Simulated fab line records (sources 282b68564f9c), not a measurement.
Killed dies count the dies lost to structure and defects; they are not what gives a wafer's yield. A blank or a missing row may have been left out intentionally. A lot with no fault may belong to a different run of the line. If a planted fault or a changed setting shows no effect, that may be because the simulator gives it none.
Which tool was responsible? -- flow rit cmos -- Sampling: 14 lots, 42 wafers, 2 of 202 route steps

== WHAT EACH GAUGE READ, for each wafer ==
Not one reading of a measure or inspect step in the record can be checked against a usual standard deviation.

== TOOL THAT RAN EACH LOT (tool first, then ch and the chambers of the sampled wafers, then the start) ==
lot,RIT_M1_STRIP_13,RIT_M1_PROBE_99
L741,"wet bench-03 ch 2, day 3 06:11","prober-01, day 3 08:20"
L742,"wet bench-01 ch 0, day 3 11:26","prober-02, day 3 13:35"
L743,"wet bench-02 ch 0, day 3 17:43","prober-01, day 3 19:52"
L744,"wet bench-02 ch 1, day 3 21:58","prober-02, day 4 01:40"
L747,"wet bench-03 ch 3, day 4 13:28","prober-01, day 4 16:40"
L749,"wet bench-03 ch 3, day 4 23:58","prober-01, day 5 04:11"
L751,"wet bench-02 ch 0, day 5 11:04","prober-01, day 5 14:01"
L754,"wet bench-02 ch 2, day 6 05:59","prober-02, day 6 08:43"
L755,"wet bench-02 ch 3, day 6 10:45","prober-01, day 6 15:31"
L756,"wet bench-02 ch 2, day 6 14:43","prober-02, day 6 18:29"
L757,"wet bench-03 ch 3, day 7 00:36","prober-01, day 7 04:58"
L758,"wet bench-01 ch 0, day 7 01:53","prober-02, day 7 05:06"
L760,"wet bench-01 ch 2, day 7 16:44","prober-02, day 7 19:40"
L761,"wet bench-01 ch 3, day 7 18:27","prober-01, day 7 21:05"
- RIT_M1_STRIP_13: strips in nmp, time 600 s.
- RIT_M1_PROBE_99

== AS READ BY THE TOOLS THEMSELVES (means over the sampled wafers that have a number; for cases with no such wafer, the mark the record gives instead) ==
RIT_M1_STRIP_13.
lot,tool,bath guard temp C (C),bath heat duty pct (%)
L741,wet bench-03,79.8,17.5
L742,wet bench-01,80.1,17.6
L743,wet bench-02,79.6,14.6
L744,wet bench-02,79.4,14.4
L747,wet bench-03,79.8,18.1
L749,wet bench-03,-,-
L751,wet bench-02,-,-
L754,wet bench-02,79.9,17.2
L755,wet bench-02,80.4,15.2
L756,wet bench-02,79.9,16.5
L757,wet bench-03,79.7,18.4
L758,wet bench-01,80.2,18.4
L760,wet bench-01,80.5,16.2
L761,wet bench-01,80.3,16.2

RIT_M1_PROBE_99.
lot,tool,defect limited yield (%),killed at contacts,killed at front end,killed dies,killed open,killed short,sort_bin_3_pad_short (%),sort_bin_5_function (%),sort_bin_6_memory (%),sort n pass,sort yield pct (%)
L741,prober-01,97.7,0.0,6.0,6.0,2.7,3.3,0.0,1.5,0.8,258.0,97.7
L742,prober-02,96.9,0.0,8.0,8.0,3.3,4.7,0.0,2.0,1.0,256.0,96.9
L743,prober-01,97.5,0.0,6.7,6.7,3.0,3.7,0.0,1.9,0.6,257.3,97.5
L744,prober-02,97.4,0.0,7.0,7.0,2.7,4.3,0.3,1.6,0.8,257.0,97.4
L747,prober-01,97.6,0.0,6.3,6.3,3.3,3.0,0.1,1.5,0.8,257.7,97.6
L749,prober-01,97.8,0.0,5.7,5.7,2.7,3.0,0.1,1.1,0.9,258.3,97.8
L751,prober-01,97.0,0.0,8.0,8.0,4.0,4.0,0.3,1.8,1.0,256.0,97.0
L754,prober-02,97.4,0.3,6.3,6.7,5.0,1.7,0.3,1.5,0.8,257.3,97.4
L755,prober-01,97.3,0.0,7.0,7.0,4.7,2.3,0.3,1.5,0.9,257.0,97.3
L756,prober-02,97.6,0.0,6.3,6.3,2.0,4.0,0.0,1.4,1.0,257.7,97.6
L757,prober-01,98.0,0.0,5.3,5.3,2.0,2.3,0.0,1.0,1.0,258.7,98.0
L758,prober-02,97.6,0.0,6.3,6.3,3.0,3.3,0.3,1.2,0.9,257.7,97.6
L760,prober-02,96.3,0.0,9.7,9.7,5.0,4.7,0.0,2.5,1.1,254.3,96.3
L761,prober-01,95.7,0.3,11.0,11.3,6.3,5.0,0.1,2.8,1.4,252.7,95.7

== THE ANSWER, worked out from the rows above alone ==
Rule: usual is defined by the lots themselves. The widest of any qualifying gaps counts: lots, ordered by their means at a reading, are off when they make up no more than a third of the lots, leave a main group of 4 or more, and stand apart from it by 3 or more times the standard deviation of that group's means. A main group whose means are all the same, to the digits that the tables above print for the reading, isn't used. A lot without any number at a reading at which 4 lots or more have one is off too. The other lots that the step has rows for count as sound. Order of review: gauges by route order, followed by the tools' own readings, for which a lot's mean as printed above is used. At the first step where some lot is off, the reading lying furthest off is the one used; lots without a number count as furthest.
Off: L749, L751 (RIT_M1_STRIP_13, bath guard temp C). Without a number there: L749, L751. The main group: mean 80.0 C, standard deviation 0.32.
A tool fits if, at that step or a process step before it, it ran every lot that is off, and no sound lot after the first of them. Of those tried, none fits.

== WHAT THE SIMULATOR HAD PUT IN ==
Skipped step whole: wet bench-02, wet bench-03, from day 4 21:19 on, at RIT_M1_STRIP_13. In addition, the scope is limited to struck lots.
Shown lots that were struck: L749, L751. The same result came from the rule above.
